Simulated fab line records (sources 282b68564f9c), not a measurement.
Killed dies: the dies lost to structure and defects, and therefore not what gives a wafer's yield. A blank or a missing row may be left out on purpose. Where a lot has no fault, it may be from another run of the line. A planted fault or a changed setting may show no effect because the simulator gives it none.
Struck lot and sound lot, side by side | flow ritCmos | 17 out of 202 route steps
Sound: these wafers, L397.1, L397.4, L397.6. Struck: wafers L402.1, L402.4. (L402.3 of the same lot was not struck and is left out.) The cause comes at the end.
At each step with rows: each side's tool, then ch and its chambers, then its first start. Under that, the readings that differ: sound wafers | struck wafers | difference of the means | sigmas: that difference in standard deviations of wafers without a fault.
alike: readings whose means differ by less than 2 such deviations, and words and numbers that are the same on both sides. not compared: withheld readings, readings that some wafer has no value for, bounds like >300 that may hide the same value, and numbers for which the record gives no deviation and whose values overlap.
Wherever a step has rows on one side only, a row that says differs or no value, or a row with sigmas, the two part there. Numbers that have no deviation but don't overlap get no sigmas and don't part them. Lack of a reading on every wafer of one side parts them only where that side has two or more wafers.

RIT_M1_SPUTTER_00: material Al, target thk 400 nm, time 500 s.
  struck on pvdSputter-04, day 4 21:40; sound on pvdSputter-03, day 3 22:09
  alike: throttleValvePct
RIT_M1_RS_MEAS_01: the measuring method here is four-point-probe.
  struck on filmMetro-04, day 4 21:58; sound on filmMetro-02, day 3 22:26
  alike: M1_AL_RS
RIT_M1_THK_MEAS_02: measures by xrf.
  struck on filmMetro-04, day 4 22:05; sound on filmMetro-02, day 3 22:34
reading        | sound       | struck  | difference | sigmas
M1_AL_THK (nm) | 403 402 400 | 410 416 | +11        | +2
then, 6 steps without rows for these wafers: RIT_M1_HMDS_03 (prime time 60 s); RIT_M1_COAT_04 (resist thk 1300 nm); RIT_M1_SOFTBAKE_05 (time 60 s); RIT_M1_EXPOSE_06 (exposes mask M12, target cd 2600 nm); RIT_M1_PEB_07; RIT_M1_DEVELOP_08 (develop time 68 s).
RIT_M1_CD_MEAS_09: the cd target is 2600 nm.
  struck on cdSem-01, day 4 23:01; sound on cdSem-01, day 3 23:30
  alike: cdNm
RIT_M1_OVL_MEAS_10:
  struck on overlay-01, day 4 23:08; sound on overlay-01, day 3 23:37
  alike: M1_OVL
then, 1 step without rows for these wafers: RIT_M1_HARDBAKE_11 (time 120 s).
RIT_M1_METAL_ETCH_12: etches Al in Cl2/BCl3, stops on SiO2, time 165 s, target depth 600 nm.
  sound on rieMetal-01 ch 0,1, day 3 23:55; struck on rieMetal-03 ch 0, day 4 23:25
reading                                | sound             | struck      | difference | sigmas
rfFwdPowerW (W)                        | 249.0 249.2 248.7 | 349.1 347.5 | +99.3      | +99 or more
model.NOVOLAK_of_M1_COAT_04.thkNm (nm) | 804.6 820 822.8   | 670.3 673.9 | -143.7     | 
model.M1.cdNm (nm)                     | 2605 2604 2600    | 2578 2581   | -24        | 
model.M1.featureDepthNm (nm)           | 438.7 437.4 434.5 | 454.7 455.9 | +18.4      | 
  alike: drypumpMotorCurrentA, oesProductAu, throttleValvePct
  not compared: rfHoursCounterH
then, 1 step without rows for these wafers: RIT_M1_STRIP_13 (strips in nmp, time 600 s).
RIT_M1_STRIP_14: strips in O2, time 180 s.
  sound on plasmaAsher-01 ch 0,1, day 4 00:15; struck on plasmaAsher-04 ch 1, day 4 23:46
  alike: drypumpMotorCurrentA
  not compared: rfHoursCounterH
RIT_M1_CD_MEAS_90: the cd target is 2600 nm.
  struck on cdSem-01, day 5 00:13; sound on cdSem-02, day 4 00:25
reading   | sound          | struck    | difference | sigmas
cdNm (nm) | 2605 2604 2600 | 2578 2581 | -24        | -7
  not compared: hold
RIT_M1_PROBE_99:
  struck on prober-02, day 5 06:00; sound on prober-01, day 4 03:06
  alike: defectLimitedYield, killedAtContacts, killedAtFrontEnd, killedDies, killedOpen, killedShort, sort_bin_3_pad_short, sort_bin_5_function, sort_bin_6_memory, sortNPass, sortYieldPct

WHERE THEY PART
Last at RIT_M1_CD_MEAS_90 as far as this record goes, first at RIT_M1_THK_MEAS_02. Later steps at which nothing parts them and some readings are alike: RIT_M1_PROBE_99.

WHY: what the simulator had put in
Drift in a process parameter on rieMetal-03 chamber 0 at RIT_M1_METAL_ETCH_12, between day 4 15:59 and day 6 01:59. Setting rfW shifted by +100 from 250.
